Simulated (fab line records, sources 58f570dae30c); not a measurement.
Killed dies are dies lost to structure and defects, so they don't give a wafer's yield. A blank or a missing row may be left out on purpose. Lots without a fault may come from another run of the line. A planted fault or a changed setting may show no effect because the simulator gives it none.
A struck lot beside a sound one | flow berkeley_cmos170 | 23 steps out of a route of 331
Sound: wafers L659.1, L659.2, L659.6. Struck: wafers L660.3, L660.4, L660.6. The cause comes at the end.
At each step with rows: each side's tool, then ch and its chambers, then its first start. Under that, the readings that differ: sound wafers | struck wafers | difference of the means | sigmas: that difference in standard deviations of wafers without a fault.
alike: readings whose means differ by less than 2 such deviations, and words and numbers that are the same on both sides. not compared: withheld readings, readings that some wafer has no value for, bounds like >300 that may hide the same value, and numbers for which the record gives no deviation and whose values overlap.
The two part at a step that has a row with sigmas, a row that says differs or no value, or rows on one side only. Numbers that don't overlap but have no deviation are shown without sigmas and don't part them. A reading that every wafer of one side lacks parts them only if that side has two wafers or more.

first, 6 steps without rows for these wafers: UCB170_ZERO_HMDS_00 (prime time 60 s); UCB170_ZERO_COAT_01 (resist thk 900 nm); UCB170_ZERO_SOFTBAKE_02 (time 58.87 s); UCB170_ZERO_EXPOSE_03 (exposes mask PM MARKS, target cd 4000 nm); UCB170_ZERO_PEB_04; UCB170_ZERO_DEVELOP_05 (develop time 45 s).
UCB170_ZERO_ETCH_06: etches SiO2 in CHF3/CF4/Ar, time 12 s.
  sound on rie_diel-03 ch 1,2, day 1 16:25; struck on rie_diel-03 ch 0,3, day 1 22:23
  alike: drypump_motor_current_A, oes_product_au, throttle_valve_pct
  not compared: rf_hours_counter_h
UCB170_ZERO_STRIP_07: strips in O2.
  sound on plasma_asher-04 ch 0,1, day 1 16:26; struck on plasma_asher-04 ch 0,1, day 1 22:26
  alike: drypump_motor_current_A, oes_product_au, strip_time_to_endpoint_s
  not compared: rf_hours_counter_h
then, 2 steps without rows for these wafers: UCB170_NWELL_WET_ETCH_00 (etches SiO2 in dHF, time 200 s); UCB170_NWELL_OXIDATION_01 (target thk 26.4 nm, ox time 1260 s).
UCB170_NWELL_THK_MEAS_02:
  sound on film_metro-04, day 1 20:13; struck on film_metro-02, day 2 06:42
  alike: NWELL_OXIDE_THK
then, 1 step without rows for these wafers: UCB170_NWELL_ANNEAL_03 (time 900 s).
UCB170_NWELL_CVD_04: deposits Si3N4 from SiH2Cl2/NH3, target thk 224 nm, time 3360 s.
  sound on lpcvd-02 ch 0, day 2 01:31; struck on lpcvd-02 ch 1, day 2 14:01
  alike: nh3_flow_sccm
UCB170_NWELL_THK_MEAS_05:
  sound on film_metro-04, day 2 03:26; struck on film_metro-02, day 2 15:59
  reading                | sound             | struck            | difference | sigmas
  NWELL_NITRIDE_THK (nm) | 226.6 229.0 228.3 | 447.5 449.4 449.7 | +220.9     | +99 or more
then, 6 steps without rows for these wafers: UCB170_NWELL_HMDS_06 (prime time 60 s); UCB170_NWELL_COAT_07 (resist thk 900 nm); UCB170_NWELL_SOFTBAKE_08 (time 60 s); UCB170_NWELL_EXPOSE_09 (exposes mask NWELL, target cd 3000 nm); UCB170_NWELL_PEB_10; UCB170_NWELL_DEVELOP_11 (develop time 45 s).
UCB170_NWELL_OVL_MEAS_12:
  sound on overlay-01, day 2 04:30; struck on overlay-01, day 2 16:54
  alike: NWELL_OVL
UCB170_NWELL_ETCH_13: etches Si3N4 in CH3F/Ar/O2, stops on SiO2, target depth 246.4 nm, time 154 s.
  sound on rie_diel-01 ch 0,2, day 2 04:32; struck on rie_diel-01 ch 1,3, day 2 17:11
  reading                  | sound           | struck            | difference | sigmas
  throttle_valve_pct (%)   | 8.08 8.17 8.09  | 7.82 7.92 7.81    | -0.26      | -2
  model.etch.depth_nm (nm) | 226.7 229 228.4 | 242.7 249.3 242.4 | +16.8      |
  alike: O2_flow_sccm, drypump_motor_current_A, oes_product_au
  not compared: rf_hours_counter_h
then, 1 step without rows for these wafers: UCB170_NWELL_IMPLANT_14.

WHERE THEY PART
First at UCB170_NWELL_THK_MEAS_05; last, within this record, at UCB170_NWELL_ETCH_13.

WHY: what the simulator had put in
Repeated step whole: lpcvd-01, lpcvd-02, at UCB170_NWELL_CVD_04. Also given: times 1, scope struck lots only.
